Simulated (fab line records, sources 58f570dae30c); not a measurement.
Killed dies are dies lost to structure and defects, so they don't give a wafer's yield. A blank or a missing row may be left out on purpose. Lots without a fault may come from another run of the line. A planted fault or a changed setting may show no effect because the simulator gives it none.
Split-lot experiment | flow berkeley_cmos170 | 5 lots, 23 wafers read, on a route of 331 steps

THE SPLIT
At UCB170_SPACER_CVD_00 (deposits SiO2 from TEOS/O2, target thk 376 nm, time 47 s), the setting time_s was moved away from the recipe's 47 s on 7 of the 23 wafers read, by -11.9% to +8.6%. The other wafers ran this setting at the recipe's value.

The file shows no step between the split and the reading.

THE READING
SPACER_TEOS_THK, in nm, at UCB170_SPACER_THK_MEAS_01. Fault-free wafers of this fab line usually give 376 nm, standard deviation 5 nm.

wafer  | tool, chamber at the split | time_s as run, s | against the recipe | SPACER_TEOS_THK, nm | against lot-mates on the recipe
L077.2 | pecvd-03, 1                | 47               | recipe             | 372                 | -
L077.3 | pecvd-03, 2                | 47               | recipe             | 378                 | -
L077.4 | pecvd-03, 2                | 47               | recipe             | 385                 | -
L075.1 | pecvd-04, 0                | 47               | recipe             | 371                 | -
L075.2 | pecvd-04, 2                | 51.06            | +8.6%              | 403                 | +29
L075.3 | pecvd-04, 1                | 47               | recipe             | 372                 | -
L075.4 | pecvd-04, 2                | 47               | recipe             | 379                 | -
L075.5 | pecvd-04, 0                | 51.06            | +8.6%              | 409                 | +35
L080.1 | pecvd-03, 2                | 41.39            | -11.9%             | 328                 | -48
L080.2 | pecvd-03, 0                | 41.39            | -11.9%             | 326                 | -50
L080.3 | pecvd-03, 1                | 47               | recipe             | 372                 | -
L080.5 | pecvd-03, 0                | 41.39            | -11.9%             | 335                 | -41
L080.6 | pecvd-03, 2                | 47               | recipe             | 380                 | -
L078.1 | pecvd-04, 2                | 43.84            | -6.7%              | 352                 | -26
L078.2 | pecvd-04, 0                | 47               | recipe             | 374                 | -
L078.3 | pecvd-04, 1                | 47               | recipe             | 379                 | -
L078.5 | pecvd-04, 2                | 43.84            | -6.7%              | 360                 | -18
L078.6 | pecvd-04, 1                | 47               | recipe             | 382                 | -
L084.1 | pecvd-01, 2                | 47               | recipe             | 365                 | -
L084.2 | pecvd-01, 0                | 47               | recipe             | 360                 | -
L084.3 | pecvd-01, 1                | 47               | recipe             | 375                 | -
L084.4 | pecvd-01, 1                | 47               | recipe             | 376                 | -
L084.6 | pecvd-01, 2                | 47               | recipe             | 368                 | -

THE FIT
A straight line over all 23 wafers: SPACER_TEOS_THK changes by +3.6 nm for each +1% of time_s; r = +0.95; the points scatter about the line by 6.2 nm.
The same after taking each lot's own level away (the mean of its wafers on the recipe; 23 wafers): +3.77 nm for each +1%; r = +0.97; scatter 4.8 nm.
On that fit, the largest move of time_s shifts the reading by 45 nm.
The lots' own levels span 368.8 to 378.3 nm, that is 1.9 times the standard deviation above.
So the lot-to-lot level changes the slope little: the two slopes agree.
Check: with one of the wafers moved furthest among these (-11.9%) left out of the fit, the line predicts -44.1 nm for it against its lot-mates. It came out at -48 nm against them.

OTHER SPLITS ON THESE WAFERS
These wafers also went through other splits before the reading. Each is held against what the fit with the lots' levels taken away leaves over:
other split on the same wafers    | wafers away from the commonest value | r with SPACER_TEOS_THK (lot level and that fit taken away)
UCB170_START_OXIDATION_02 temp_c  | 15                                   | +0.02
UCB170_ACTIVE_EXPOSE_10 dose_mj   | 8                                    | -0.25
UCB170_NVT_IMPLANT_07 dose_cm2    | 9                                    | -0.14
UCB170_PVT_STRIP_08 o2_flow_sccm  | 7                                    | -0.11
UCB170_PLDD_EXPOSE_03 dose_mj     | 9                                    | -0.04
UCB170_NLDD_COAT_01 resist_thk_nm | 9                                    | -0.11

THE WHOLE CHAIN: every reading that the file lists as answering this split, in the file's order
step                      | what it does                                                             | reading                                                                       | change (the file's fit)              | r (the file's)
UCB170_SPACER_CVD_00      | deposits SiO2 from TEOS/O2, target thk 376 nm, time 47 s                 | SiO2_of_SPACER_CVD_00.thk_nm (the simulator's own value, which no gauge read) | +3.73 nm for each +1% of the setting | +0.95
UCB170_SPACER_THK_MEAS_01 |                                                                          | SPACER_TEOS_THK                                                               | +3.74 for each +1% of the setting    | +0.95
UCB170_SPACER_ETCHBACK_03 | etches SiO2 in CHF3/CF4/Ar, stops on Si, target depth 376 nm, time 100 s | etch.depth_nm (the simulator's own value, which no gauge read)                | +3.7 nm for each +1% of the setting  | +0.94

THE FILE'S OWN FIT
SPACER_TEOS_THK changes by +3.74 nm for each +1% of time_s, r = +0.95.
